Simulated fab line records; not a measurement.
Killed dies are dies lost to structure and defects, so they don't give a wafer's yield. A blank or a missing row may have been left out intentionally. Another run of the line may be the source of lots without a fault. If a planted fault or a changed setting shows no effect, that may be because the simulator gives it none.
Which tool was responsible? + flow berkeley_cmos170 + 7 lots, 21 wafers sampled, at 3 steps of a route of 331

== WHAT THE GAUGES SHOWED, per wafer ==
UCB170_M2_RS_MEAS_02: measures by four-point-probe.
| lot  | measured     | on            | M2_AL_RS (ohm/sq)    |
|------|--------------|---------------|----------------------|
| L972 | day 8 18:27  | film_metro-04 | 0.0323 0.0323 0.0324 |
| L973 | day 9 07:49  | film_metro-04 | 0.0322 0.0334 0.0320 |
| L976 | day 9 22:53  | film_metro-01 | 0.0318 0.0319 0.0318 |
| L982 | day 11 02:59 | film_metro-01 | 0.0261 0.0260 0.0260 |
| L986 | day 11 20:05 | film_metro-04 | 0.0259 0.0260 0.0260 |
| L990 | day 12 05:25 | film_metro-01 | 0.0323 0.0337 0.0326 |
| L993 | day 12 23:49 | film_metro-03 | 0.0315 0.0323 0.0318 |

== WHAT TOOL EACH LOT RAN ON (gives the tool, then ch and the chambers of the sampled wafers, and finally the start) ==
| lot  | UCB170_NLDD_STRIP_10                 | UCB170_M2_SPUTTER_01         |
|------|--------------------------------------|------------------------------|
| L972 | plasma_asher-02 ch 0,1, day 7 18:33  | pvd_sputter-04, day 8 18:22  |
| L973 | plasma_asher-04 ch 0,1, day 8 06:49  | pvd_sputter-03, day 9 07:43  |
| L976 | plasma_asher-02 ch 0,1, day 8 22:44  | pvd_sputter-03, day 9 22:48  |
| L982 | plasma_asher-04 ch 0,1, day 10 01:34 | pvd_sputter-04, day 11 02:52 |
| L986 | plasma_asher-02 ch 0,1, day 10 16:04 | pvd_sputter-04, day 11 20:01 |
| L990 | plasma_asher-01 ch 0,1, day 11 05:42 | pvd_sputter-03, day 12 05:20 |
| L993 | plasma_asher-04 ch 0,1, day 11 20:48 | pvd_sputter-01, day 12 23:43 |
- UCB170_NLDD_STRIP_10: strips in O2.
- UCB170_M2_SPUTTER_01: material Al, target thk 900 nm, time 120 s.

== THE ANSWER, worked out from the rows above alone ==
Rule: the usual values come from the lots themselves. The widest of any qualifying gaps counts: lots, ordered by their means at a reading, are off when they make up no more than a third of the lots, leave a main group of 4 or more, and stand apart from it by 3 or more times the standard deviation of that group's means. A main group is skipped when, at the precision printed for the reading in the tables above, its means are all equal. A lot without any number at a reading at which 4 lots or more have one is off too. Where the step has rows for the other lots, those lots are counted as sound.
Off: at UCB170_M2_RS_MEAS_02 (M2_AL_RS), L982, L986. Main group: mean 0.0323 ohm/sq, sd 0.0004.
A tool fits if, at a process step before that reading, it ran every lot that is off, and no sound lot after the first of them. Gauges at UCB170_M2_RS_MEAS_02: tried the same way as those tools. One fits: UCB170_M2_SPUTTER_01 on pvd_sputter-04. A fault onset in the window from L972 (day 8 18:22, its last sound lot) to L982 (day 11 02:52, its first lot off) fits.

== WHAT WAS PUT IN BY THE SIMULATOR ==
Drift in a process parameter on pvd_sputter-04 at UCB170_M2_SPUTTER_01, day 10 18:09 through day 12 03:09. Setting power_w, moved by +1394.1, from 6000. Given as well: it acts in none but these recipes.
Shown lots that were struck: L982, L986. This agrees with what the rule above found.
